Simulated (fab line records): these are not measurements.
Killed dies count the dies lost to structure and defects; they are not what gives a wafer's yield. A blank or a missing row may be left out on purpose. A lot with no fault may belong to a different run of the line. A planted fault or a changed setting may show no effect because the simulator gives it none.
Chamber matching || flow berkeley-cmos170 || cmp-01 running UCB170_V2_CMP_02: 4 sister chambers
The step polishes SiO2. 18 wafers are shown with their chamber, then 9 later ones without.

== WAFERS WITH THEIR CHAMBER ==
{"wafer": "L580.1", "chamber": 3, "motor-current-A (A)": 17.4}
{"wafer": "L580.4", "chamber": 0, "motor-current-A (A)": 16.0}
{"wafer": "L580.6", "chamber": 3, "motor-current-A (A)": 17.5}
{"wafer": "L582.1", "chamber": 3, "motor-current-A (A)": 16.8}
{"wafer": "L582.4", "chamber": 2, "motor-current-A (A)": 16.0}
{"wafer": "L582.6", "chamber": 3, "motor-current-A (A)": 16.6}
{"wafer": "L585.1", "chamber": 1, "motor-current-A (A)": 15.6}
{"wafer": "L585.2", "chamber": 0, "motor-current-A (A)": 16.4}
{"wafer": "L585.3", "chamber": 2, "motor-current-A (A)": 17.2}
{"wafer": "L581.1", "chamber": 0, "motor-current-A (A)": 15.7}
{"wafer": "L581.4", "chamber": 2, "motor-current-A (A)": 17.5}
{"wafer": "L581.6", "chamber": 2, "motor-current-A (A)": 16.4}
{"wafer": "L589.2", "chamber": 3, "motor-current-A (A)": 16.7}
{"wafer": "L589.3", "chamber": 0, "motor-current-A (A)": 15.3}
{"wafer": "L589.6", "chamber": 0, "motor-current-A (A)": 16.3}
{"wafer": "L594.2", "chamber": 2, "motor-current-A (A)": 16.3}
{"wafer": "L594.4", "chamber": 3, "motor-current-A (A)": 16.3}
{"wafer": "L594.5", "chamber": 2, "motor-current-A (A)": 16.5}

SIGNATURES (means of the wafers above)
{"reading": "motor-current-A", "chamber 0": 15.940, "chamber 1": 15.600, "chamber 2": 16.650, "chamber 3": 16.883, "scatter within a chamber": 0.505}
Rule: a wafer lies at a distance from a chamber equal to the root of the sum of squares, over the readings, of (its reading less the chamber's mean, divided by the reading's scatter). The wafer belongs to the nearest chamber; if the next one is less than 2 further off, it can't be placed. The scatter is the square root of a quotient: the sum, over the shown wafers, of each reading's squared deviation from its chamber's mean, divided by wafers minus chambers.

== WAFERS MISSING THEIR CHAMBER ==
{"wafer": "L599.3", "motor-current-A (A)": 17.9}
{"wafer": "L599.4", "motor-current-A (A)": 15.4}
{"wafer": "L599.6", "motor-current-A (A)": 16.6}
{"wafer": "L598.2", "motor-current-A (A)": 17.1}
{"wafer": "L598.3", "motor-current-A (A)": 18.0}
{"wafer": "L598.4", "motor-current-A (A)": 16.2}
{"wafer": "L597.1", "motor-current-A (A)": 15.6}
{"wafer": "L597.3", "motor-current-A (A)": 16.4}
{"wafer": "L597.5", "motor-current-A (A)": 16.3}

== CHAMBER TAKEN BY EACH ==
{"wafer": "L599.3", "from the rows above": "can't be placed: 3 or 2 or 0", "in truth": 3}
{"wafer": "L599.4", "from the rows above": "can't be placed: 1 or 0", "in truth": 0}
{"wafer": "L599.6", "from the rows above": "can't be placed: 2 or 3 or 0 or 1", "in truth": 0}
{"wafer": "L598.2", "from the rows above": "can't be placed: 3 or 2 or 0", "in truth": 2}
{"wafer": "L598.3", "from the rows above": "can't be placed: 3 or 2 or 0", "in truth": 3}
{"wafer": "L598.4", "from the rows above": "can't be placed: 0 or 2 or 1 or 3", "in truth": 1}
{"wafer": "L597.1", "from the rows above": "can't be placed: 1 or 0", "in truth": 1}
{"wafer": "L597.3", "from the rows above": "can't be placed: 2 or 0 or 3 or 1", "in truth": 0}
{"wafer": "L597.5", "from the rows above": "can't be placed: 2 or 0 or 3 or 1", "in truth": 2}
Correctly placed: 0 of 9. These rows do not allow placing 9 (true chamber among the candidates in 9). Wrongly placed: 0.
